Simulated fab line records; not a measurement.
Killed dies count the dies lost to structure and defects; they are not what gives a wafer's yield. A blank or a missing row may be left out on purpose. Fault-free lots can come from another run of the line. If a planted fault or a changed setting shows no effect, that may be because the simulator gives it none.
Which tool is to blame? + flow berkeleyCmos170 + 7 lots, 21 wafers sampled, at 2 steps of a route of 331

## WHAT THE GAUGES READ, wafer by wafer
UCB170_WELLDRIVE_THK_MEAS_02.
| lot  | measured    | on           | WELLDRIVE_OXIDE_THK (nm) |
|------|-------------|--------------|--------------------------|
| L202 | day 3 07:15 | filmMetro-04 | 198 197 198              |
| L206 | day 4 12:26 | filmMetro-04 | 199 201 201              |
| L207 | day 4 19:38 | filmMetro-03 | 202 197 199              |
| L212 | day 5 18:47 | filmMetro-04 | 196 196 198              |
| L214 | day 6 02:31 | filmMetro-04 | 193 198 191              |
| L222 | day 7 22:36 | filmMetro-03 | 193 195 194              |
| L224 | day 8 11:33 | filmMetro-02 | 196 198 196              |

## TOOL THAT RAN EACH LOT (tool first, then ch and the chambers of the sampled wafers, then the start)
| lot  | UCB170_PWELL_PEB_11             |
|------|---------------------------------|
| L202 | lithoTrack-02 ch 0, day 2 19:55 |
| L206 | lithoTrack-04 ch 0, day 4 02:19 |
| L207 | lithoTrack-02 ch 0, day 4 08:34 |
| L212 | lithoTrack-02 ch 0, day 5 07:30 |
| L214 | lithoTrack-04 ch 0, day 5 14:32 |
| L222 | lithoTrack-04 ch 0, day 7 10:39 |
| L224 | lithoTrack-01 ch 0, day 8 00:38 |
- UCB170_PWELL_PEB_11

## THE ANSWER, worked out from the rows above alone
Rule: the usual values come from the lots themselves. Put in order of their means at a reading, lots are off if they are a third of the lots or fewer, leave a main group of 4 or more, and stand apart from it by a gap of 3 or more times the standard deviation of the main group's means; of several such gaps the widest counts. If all means in a main group match to the digits the tables above print for the reading, that group is not used. A lot without any number at a reading at which 4 lots or more have one is off too. The other lots that the step has rows for count as sound.
Nothing can be told from this: no lot is off at any reading shown.

## WHAT THE SIMULATOR HAD INSERTED
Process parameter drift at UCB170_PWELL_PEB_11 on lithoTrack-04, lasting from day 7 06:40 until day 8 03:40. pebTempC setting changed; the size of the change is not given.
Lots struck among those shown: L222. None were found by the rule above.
